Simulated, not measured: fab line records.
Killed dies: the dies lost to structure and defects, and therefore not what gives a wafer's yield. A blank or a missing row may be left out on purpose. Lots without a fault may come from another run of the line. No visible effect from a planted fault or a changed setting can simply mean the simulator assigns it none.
Which tool is to blame? ; flow rit_cmos ; 14 lots with 42 wafers sampled at 3 steps, on a route of 202 steps

## WHAT THE GAUGES SHOWED, per wafer
RIT_NSD_TW_MEAS_10. Usual: NSD_TW gives 3137 (standard deviation 13).
lot;measured;on;NSD_TW;flag
L681;day 3 16:10;film_metro-04;3130 3146 3130;
L682;day 3 16:28;film_metro-02;3141 3130 3127;
L683;day 4 04:07;film_metro-02;3122 3116 3117;
L684;day 4 06:41;film_metro-02;3119 3122 3142;
L685;day 4 11:00;film_metro-02;3109 3122 3126;
L686;day 4 16:08;film_metro-03;3149 3140 3130;
L689;day 5 07:27;film_metro-02;3140 3149 3161;
L690;day 5 13:34;film_metro-02;3144 3147 3149;
L691;day 5 16:56;film_metro-03;3147 3144 3149;
L692;day 5 19:46;film_metro-04;3113 3117 3117;
L695;day 6 13:50;film_metro-02;3152 3152 3150;
L698;day 7 05:22;film_metro-02;3256 3261 3258;OFF
L701;day 7 18:39;film_metro-03;3130 3122 3122;
L702;day 7 23:47;film_metro-02;3276 3263 3238;OFF

RIT_SDANNEAL_RS_MEAS_05: uses a four-point probe to measure. Usual: NSD_RS gives 84.5 ohm/sq (standard deviation 0.32).
lot;measured;on;NSD_RS (ohm/sq);flag
L681;day 3 19:01;film_metro-02;83.9 84.0 84.1;
L682;day 3 19:10;film_metro-04;84.5 84.4 84.9;
L683;day 4 06:16;film_metro-04;84.6 84.3 84.6;
L684;day 4 08:44;film_metro-03;84.9 84.8 84.6;
L685;day 4 13:11;film_metro-03;84.6 84.3 84.6;
L686;day 4 18:17;film_metro-04;84.4 84.5 84.3;
L689;day 5 09:41;film_metro-03;84.6 84.4 84.4;
L690;day 5 15:47;film_metro-04;84.2 84.4 84.1;
L691;day 5 18:58;film_metro-04;84.2 84.3 84.3;
L692;day 5 21:59;film_metro-03;85.2 85.1 85.3;
L695;day 6 15:59;film_metro-03;84.5 84.5 84.6;
L698;day 7 07:25;film_metro-04;82.9 82.9 83.0;OFF
L701;day 7 20:48;film_metro-02;84.3 84.6 84.2;
L702;day 8 01:56;film_metro-04;82.5 82.6 82.5;OFF

## WHAT TOOL EACH LOT RAN ON (gives the tool, then ch and the chambers of the sampled wafers, and finally the start)
lot;RIT_NSD_IMPLANT_08
L681;implanter-01 ch 0, day 3 15:50
L682;implanter-02 ch 0, day 3 16:10
L683;implanter-02 ch 0, day 4 03:47
L684;implanter-02 ch 0, day 4 06:23
L685;implanter-01 ch 0, day 4 10:41
L686;implanter-04 ch 0, day 4 15:49
L689;implanter-01 ch 0, day 5 07:07
L690;implanter-02 ch 0, day 5 13:06
L691;implanter-02 ch 0, day 5 16:37
L692;implanter-04 ch 0, day 5 19:26
L695;implanter-04 ch 0, day 6 13:30
L698;implanter-02 ch 0, day 7 05:04
L701;implanter-04 ch 0, day 7 18:19
L702;implanter-02 ch 0, day 7 23:27
- RIT_NSD_IMPLANT_08

## AS READ BY THE TOOLS THEMSELVES (means over the sampled wafers that have a number; for cases with no such wafer, the mark the record gives instead)
RIT_NSD_IMPLANT_08. Usual: beam_energy_keV 25.001, standard deviation 0.0081.
lot;tool;beam_energy_keV;flag
L681;implanter-01;24.994;
L682;implanter-02;24.984;
L683;implanter-02;25.000;
L684;implanter-02;24.990;
L685;implanter-01;24.999;
L686;implanter-04;25.005;
L689;implanter-01;25.006;
L690;implanter-02;25.008;
L691;implanter-02;25.004;
L692;implanter-04;25.003;
L695;implanter-04;24.995;
L698;implanter-02;29.170;OFF
L701;implanter-04;24.995;
L702;implanter-02;29.180;OFF

## THE ANSWER, worked out from the rows above alone
Rule: take the mean of a lot's wafers that have a number; if it is more than 3 standard deviations from the usual mean, the lot is off. A lot without any number at a reading at which 4 lots or more have one is off too. Where the step has rows for the other lots, those lots are counted as sound. First the gauges in route order, then the tools' own readings, where a lot's mean is used as printed above. The first step at which some lot is off is used, and at that step the reading that is off furthest; a lot without a number counts as furthest.
Off: L698, L702, at RIT_NSD_TW_MEAS_10 (NSD_TW).
If a tool, at a process step before that reading, ran all the lots that are off and no sound lot after the first of them, it fits. The gauges at RIT_NSD_TW_MEAS_10 aren't tried: what is off there is off at RIT_SDANNEAL_RS_MEAS_05 too, on other tools, and a gauge's error can't cause that. One fits: implanter-02 at RIT_NSD_IMPLANT_08. Its last sound lot is L691 (day 5 16:37), its first lot that is off L698 (day 7 05:04): a fault that began between those two fits.
The tool's own readings at RIT_NSD_IMPLANT_08 bear it out: on the lots that are off they differ by more than 5 times the standard deviation of the sound lots' means. beam_energy_keV reads 29.175 there against 24.999 on the sound lots.

## WHAT THE SIMULATOR PUT IN
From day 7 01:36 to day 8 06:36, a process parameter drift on implanter-02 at RIT_NSD_IMPLANT_08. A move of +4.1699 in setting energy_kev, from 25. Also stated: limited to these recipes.
Shown lots that were struck: L698, L702. The rule above found the same.
